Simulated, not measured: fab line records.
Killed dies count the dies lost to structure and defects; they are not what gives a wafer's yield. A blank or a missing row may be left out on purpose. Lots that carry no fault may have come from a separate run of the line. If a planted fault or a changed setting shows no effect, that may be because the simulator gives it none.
Check for tools in common | flow rit cmos | 39 wafers sampled across 13 lots

== REASON FOR OPENING ==
Flagged at RIT_CONTACT_CD_MEAS_08: reading cd nm, on 1 of 13 lots. No-fault wafers: 1000.2 nm, standard deviation 2.
Rule: a lot gets a flag if all its wafers with a number sit over 4 standard deviations from that mean, or if no wafer of it has a number. The rest of the lots are taken to be sound.

lot  | measured    | on        | cd nm (nm), wafer by wafer | flag
L816 | day 3 07:26 | cd sem-02 | 1001.7 1000.4 1000.7       |
L817 | day 3 13:02 | cd sem-02 | 1001.0 999.4 1004.9        |
L818 | day 3 14:57 | cd sem-02 | 1004.0 1003.4 1005.8       |
L819 | day 3 19:22 | cd sem-02 | 999.7 999.0 1001.3         |
L821 | day 4 09:10 | cd sem-02 | 998.4 1001.6 1000.4        |
L822 | day 4 11:19 | cd sem-02 | 998.4 997.0 1000.2         |
L824 | day 5 00:28 | cd sem-02 | 999.5 999.8 1001.1         |
L825 | day 5 07:58 | cd sem-02 | 999.5 1000.7 998.5         |
L826 | day 5 12:55 | cd sem-02 | 999.1 999.7 999.7          |
L827 | day 5 15:43 | cd sem-01 | 998.7 1000.6 1000.3        |
L830 | day 6 07:56 | cd sem-01 | 1000.2 997.1 1000.7        |
L831 | day 6 10:08 | cd sem-02 | 997.8 996.4 994.1          |
L832 | day 6 14:35 | cd sem-02 | 1150.6 1152.0 1152.3       | FLAGGED
Average over the flagged lots: 1151.6 nm; offset from the usual +151.4 nm, equal to +76 standard deviations.

== LOT BY LOT: THE TOOL USED ==
Before the reading, the record contains 2 process steps out of a 202-step route. Read each cell as the tool, then ch plus the chambers that the sampled wafers visited, then the start.
lot  | flag    | RIT_SDANNEAL_RTA_03             | RIT_CONTACT_EXPOSE_05
L816 |         | rtp anneal-01 ch 0, day 3 05:17 | iline stepper-02 ch 0, day 3 06:55
L817 |         | rtp anneal-02 ch 0, day 3 10:52 | iline stepper-02 ch 0, day 3 12:31
L818 |         | rtp anneal-01 ch 0, day 3 12:49 | iline stepper-02 ch 0, day 3 14:26
L819 |         | rtp anneal-02 ch 0, day 3 17:06 | iline stepper-01 ch 0, day 3 18:51
L821 |         | rtp anneal-02 ch 0, day 4 07:02 | iline stepper-01 ch 0, day 4 08:39
L822 |         | rtp anneal-01 ch 0, day 4 09:11 | iline stepper-01 ch 0, day 4 10:49
L824 |         | rtp anneal-01 ch 0, day 4 22:13 | iline stepper-01 ch 0, day 4 23:50
L825 |         | rtp anneal-02 ch 0, day 5 05:42 | iline stepper-02 ch 0, day 5 07:27
L826 |         | rtp anneal-01 ch 0, day 5 10:47 | iline stepper-02 ch 0, day 5 12:23
L827 |         | rtp anneal-02 ch 0, day 5 13:21 | iline stepper-01 ch 0, day 5 15:05
L830 |         | rtp anneal-01 ch 0, day 6 05:43 | iline stepper-02 ch 0, day 6 07:25
L831 |         | rtp anneal-02 ch 0, day 6 07:50 | iline stepper-01 ch 0, day 6 09:35
L832 | FLAGGED | rtp anneal-01 ch 0, day 6 12:25 | iline stepper-01 ch 0, day 6 14:04
What is done by these steps:
- RIT_SDANNEAL_RTA_03: time 5 s.
- RIT_CONTACT_EXPOSE_05: exposes mask M11, target cd 1000 nm.
- RIT_CONTACT_CD_MEAS_08: target cd 1000 nm.

== FLAGGED AGAINST TOTAL, ONE TOOL AT A TIME (gauges that did the reading follow at the end) ==
step                   | tool             | lots run | flagged | share of the flagged lots | sound lots run after its first flagged lot
RIT_SDANNEAL_RTA_03    | rtp anneal-01    | 7        | 1       | all                       | 0
RIT_SDANNEAL_RTA_03    | rtp anneal-02    | 6        | 0       | none                      | -
RIT_CONTACT_EXPOSE_05  | iline stepper-01 | 7        | 1       | all                       | 0
RIT_CONTACT_EXPOSE_05  | iline stepper-02 | 6        | 0       | none                      | -
RIT_CONTACT_CD_MEAS_08 | cd sem-01        | 2        | 0       | none                      | -
RIT_CONTACT_CD_MEAS_08 | cd sem-02        | 11       | 1       | all                       | 0

== THE TABLE: WHAT IT ALLOWS ==
All flagged lots were run by 3 table rows, namely rtp anneal-01 at RIT_SDANNEAL_RTA_03, iline stepper-01 at RIT_CONTACT_EXPOSE_05, cd sem-02 at RIT_CONTACT_CD_MEAS_08.
- rtp anneal-01 at RIT_SDANNEAL_RTA_03: 1 of its 7 lots flagged. Its last sound lot is L830 (day 6 05:43), its first flagged lot L832 (day 6 12:25): a fault that began between those two fits.
- iline stepper-01 at RIT_CONTACT_EXPOSE_05: 1 of its 7 lots flagged. Its last sound lot is L831 (day 6 09:35), its first flagged lot L832 (day 6 14:04): a fault that began between those two fits.
- cd sem-02 at RIT_CONTACT_CD_MEAS_08: 1 of its 11 lots flagged. Its last sound lot is L831 (day 6 10:08), its first flagged lot L832 (day 6 14:35): a fault that began between those two fits.
Because each of these 3 tools fits a fault that began at some hour, counting lots does not separate them. More lots, or a look at what each step does to the wafer, might.

== WHAT THE SIMULATOR HAD PUT IN ==
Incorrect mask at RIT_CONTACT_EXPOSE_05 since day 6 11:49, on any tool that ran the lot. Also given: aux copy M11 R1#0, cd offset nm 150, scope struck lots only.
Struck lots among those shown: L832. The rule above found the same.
